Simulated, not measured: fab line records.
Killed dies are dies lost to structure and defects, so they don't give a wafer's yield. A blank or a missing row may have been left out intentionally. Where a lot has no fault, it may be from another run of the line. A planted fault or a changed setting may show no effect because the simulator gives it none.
Matching of chambers + flow berkeley-cmos170 + UCB170_GATE_ETCH_15 on rie-si-01: 4 sister chambers
The step etches poly-Si in HBr/Cl2, stops on SiO2, time 56.3 s, target depth 278.2 nm. 8 wafers are shown with their chamber, then 8 later ones without.

WAFERS WITH THEIR CHAMBER
| wafer  | chamber | throttle-valve-pct (%) | drypump-motor-current-A (A) |
|--------|---------|------------------------|-----------------------------|
| L694.1 | 0       | 26.19                  | 5.2                         |
| L697.2 | 0       | 26.18                  | 5.2                         |
| L697.4 | 2       | 26.24                  | 6.4                         |
| L697.6 | 1       | 26.22                  | 5.8                         |
| L701.2 | 3       | 26.92                  | 4.6                         |
| L701.3 | 2       | 26.26                  | 6.4                         |
| L701.5 | 1       | 26.22                  | 5.8                         |
| L704.1 | 3       | 26.92                  | 4.7                         |

WAFERS WHOSE CHAMBER IS MISSING
| wafer  | throttle-valve-pct (%) | drypump-motor-current-A (A) |
|--------|------------------------|-----------------------------|
| L704.3 | 26.22                  | 5.7                         |
| L704.4 | 26.18                  | 5.1                         |
| L712.1 | 26.19                  | 5.2                         |
| L712.5 | 26.18                  | 5.2                         |
| L712.6 | 26.90                  | 4.7                         |
| L715.2 | 26.18                  | 5.2                         |
| L715.4 | 26.24                  | 6.4                         |
| L715.6 | 26.23                  | 5.7                         |

THE CHAMBER EACH PASSED THROUGH
| wafer  | from the rows above | in truth |
|--------|---------------------|----------|
| L704.3 | 1                   | 1        |
| L704.4 | 0                   | 0        |
| L712.1 | 0                   | 0        |
| L712.5 | 0                   | 0        |
| L712.6 | 3                   | 3        |
| L715.2 | 0                   | 0        |
| L715.4 | 2                   | 2        |
| L715.6 | 1                   | 1        |
Correct placement for 8 of the 8. Left unplaced by these rows: 0. Wrongly placed: 0.
How it was worked out, from the rows above alone: a wafer's distance from a chamber is the root of the sum, over the readings, of the square of ((its reading less the chamber's mean) divided by the reading's scatter). If the next closest chamber is less than 2 further off than the closest, the wafer can't be placed; otherwise it belongs to the closest. The mean given for a chamber averages the wafers shown for that chamber. The scatter: the root of (the sum of the squares of (reading less its chamber's mean) over the shown wafers, divided by (wafers less chambers)).
